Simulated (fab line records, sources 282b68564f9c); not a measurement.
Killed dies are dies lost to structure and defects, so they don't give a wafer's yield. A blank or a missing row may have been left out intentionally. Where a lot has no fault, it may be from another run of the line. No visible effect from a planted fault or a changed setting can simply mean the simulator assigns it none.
A single fault, viewed from 2 desks	flow rit-cmos	each desk has only its own numbers; what lay behind them comes last

FOR THE TOOL OWNER'S DESK: pecvd-02
The tool's own readings at RIT_CONTACT_CVD_00 (deposits SiO2 from TEOS, target thk 400 nm, time 61 s): means of the sampled wafers that have a number, for each lot that ran on this tool. If a lot's mean is further than 4 standard deviations from the usual mean, the lot is out of limits and carries the mark OUT (the distance appears in the brackets).
Columns: A = heater-power-w at RIT_CONTACT_CVD_00, usual 322 W
lot	first seen here	A
L357	day 3 17:42	334
L360	day 4 06:15	289
L363	day 5 00:20	325
L369	day 6 06:22	282
L372	day 6 20:46	268
This desk's verdict: no lot among the 5 shows anything out of limits.

METROLOGY DESK
What the gauges read for every lot (on any tool): the sampled wafers with a number, averaged. If a lot's mean is further than 4 standard deviations from the usual mean, the lot is out of limits and carries the mark OUT (the distance appears in the brackets).
Columns: A = PSD_OVL at RIT_PSD_OVL_MEAS_06, usual 0.4 nm; B = CONTACT_TEOS_THK at RIT_CONTACT_THK_MEAS_01, usual 403 nm
lot	first seen here	A	B
L356	day 3 09:50	2.2	406
L357	day 3 15:42	2.4	400
L358	day 3 17:40	0.6	401
L359	day 4 02:02	1.6	409
L360	day 4 04:15	-1.3	401
L361	day 4 13:08	-1.0	408
L362	day 4 15:55	-0.1	404
L363	day 4 22:20	-2.1	398
L369	day 6 04:12	-0.4	564 (+22) OUT
L371	day 6 11:25	2.3	402
L372	day 6 18:43	0.0	560 (+22) OUT
L373	day 7 00:11	1.0	403
L374	day 7 04:25	-0.0	411
L376	day 7 13:37	-0.1	399
Per this desk, out of limits: L369, L372; the first was L369, day 6 06:25 (CONTACT_TEOS_THK at RIT_CONTACT_THK_MEAS_01). L356, L357, L358, L359, L360, L361, L362, L363, L371, L373, L374, L376 stayed within limits.

TAKEN TOGETHER
An alarm was possible from the metrology desk at day 6 06:25, on L369, L372.
The tool owner's desk saw nothing out of limits.
Tool owner's desk: L369, L372 on record, inside its limits.
RIT_CONTACT_CVD_00 was run on pecvd-02 by each of the lots named.

WHAT THE SIMULATOR HAD INSERTED
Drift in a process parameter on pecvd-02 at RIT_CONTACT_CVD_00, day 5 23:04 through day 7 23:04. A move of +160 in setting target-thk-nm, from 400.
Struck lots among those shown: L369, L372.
Per desk, hours elapsed from the start of the fault to the first reading out of limits: for the metrology desk, 7.
